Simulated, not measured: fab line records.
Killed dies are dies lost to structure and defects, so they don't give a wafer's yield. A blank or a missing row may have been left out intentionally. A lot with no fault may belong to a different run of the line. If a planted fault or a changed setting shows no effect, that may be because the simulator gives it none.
Which of the tools did it? ; flow ritCmos ; 15 lots, 45 wafers sampled, at 3 steps of a route of 202

== WHAT EACH GAUGE READ, for each wafer ==
RIT_CONTACT_OVL_MEAS_09.
lot;measured;on;CONTACT_OVL (nm)
L987;day 3 06:03;overlay-02;0.4 0.8 0.1
L988;day 3 13:07;overlay-01;-1.1 -1.7 -0.2
L990;day 3 20:52;overlay-02;0.4 1.5 0.2
L991;day 4 05:14;overlay-01;1.2 0.3 1.7
L992;day 4 07:26;overlay-01;0.3 0.5 -0.4
L994;day 4 19:08;overlay-02;-2.0 -1.8 -0.7
L995;day 5 01:37;overlay-01;0.7 0.3 1.2
L996;day 5 04:14;overlay-02;1.3 -1.7 -1.2
L998;day 5 16:59;overlay-02;-0.9 -1.1 -1.0
L999;day 5 22:26;overlay-01;0.4 0.4 -2.0
L100;day 6 00:26;overlay-02;0.0 0.1 -0.2
L101;day 6 07:41;overlay-01;0.0 -1.0 1.1
L102;day 6 09:22;overlay-02;-1.0 0.8 -0.5
L103;day 6 14:50;overlay-02;-0.7 -0.3 -2.1
L105;day 7 03:37;overlay-02;-1.3 -1.0 -0.9

RIT_M1_THK_MEAS_02: measures by xrf.
lot;measured;on;M1_AL_THK (nm)
L987;day 3 07:40;filmMetro-03;394 397 400
L988;day 3 14:34;filmMetro-02;406 400 406
L990;day 3 22:20;filmMetro-02;405 399 405
L991;day 4 06:41;filmMetro-01;391 396 395
L992;day 4 08:56;filmMetro-02;397 401 407
L994;day 4 20:35;filmMetro-02;408 403 398
L995;day 5 03:10;filmMetro-03;395 394 390
L996;day 5 05:40;filmMetro-02;397 397 393
L998;day 5 18:27;filmMetro-03;404 399 395
L999;day 6 00:07;filmMetro-01;397 396 396
L100;day 6 02:10;filmMetro-02;408 410 407
L101;day 6 09:08;filmMetro-01;407 401 408
L102;day 6 10:56;filmMetro-03;408 407 411
L103;day 6 16:17;filmMetro-01;401 399 401
L105;day 7 05:03;filmMetro-01;400 404 399

== TOOL THAT RAN EACH LOT (tool first, then ch and the chambers of the sampled wafers, then the start) ==
lot;RIT_REOX_OXIDATION_03
L987;furnace-04 ch 0, day 2 15:52
L988;furnace-04 ch 0, day 2 23:31
L990;furnace-04 ch 0, day 3 06:49
L991;furnace-01 ch 0, day 3 14:41
L992;furnace-04 ch 0, day 3 17:55
L994;furnace-01 ch 0, day 4 04:28
L995;furnace-01 ch 0, day 4 11:52
L996;furnace-01 ch 0, day 4 14:25
L998;furnace-04 ch 0, day 5 02:34
L999;furnace-01 ch 0, day 5 07:25
L100;furnace-03 ch 0, day 5 10:26
L101;furnace-04 ch 0, day 5 16:53
L102;furnace-04 ch 0, day 5 19:26
L103;furnace-04 ch 0, day 6 00:46
L105;furnace-01 ch 0, day 6 13:27
- RIT_REOX_OXIDATION_03: target thk 25.2 nm, ox time 5580 s.

== AS READ BY THE TOOLS THEMSELVES (means over the sampled wafers that have a number; for cases with no such wafer, the mark the record gives instead) ==
RIT_REOX_OXIDATION_03.
lot;tool;oxTempCMax
L987;furnace-04;908.4
L988;furnace-04;906.9
L990;furnace-04;906.6
L991;furnace-01;904.9
L992;furnace-04;906.7
L994;furnace-01;904.3
L995;furnace-01;905.1
L996;furnace-01;905.2
L998;furnace-04;907.5
L999;furnace-01;904.9
L100;furnace-03;904.7
L101;furnace-04;906.6
L102;furnace-04;906.9
L103;furnace-04;907.2
L105;furnace-01;905.6

== THE ANSWER, worked out from the rows above alone ==
Rule: the usual values come from the lots themselves. The widest of any qualifying gaps counts: lots, ordered by their means at a reading, are off when they make up no more than a third of the lots, leave a main group of 4 or more, and stand apart from it by 3 or more times the standard deviation of that group's means. The tables above print the reading to a certain number of digits; a main group whose means all agree to those digits is not used. Also off: a lot with no number at a reading for which 4 or more lots have one. Any other lot the step has rows for is counted as sound. Order of review: gauges by route order, followed by the tools' own readings, for which a lot's mean as printed above is used. The first step at which some lot is off is used, and at that step the reading that is off furthest; a lot without a number counts as furthest.
Across all readings shown, no lot is off: no conclusion can be drawn from this.

== WHAT THE SIMULATOR HAD INSERTED ==
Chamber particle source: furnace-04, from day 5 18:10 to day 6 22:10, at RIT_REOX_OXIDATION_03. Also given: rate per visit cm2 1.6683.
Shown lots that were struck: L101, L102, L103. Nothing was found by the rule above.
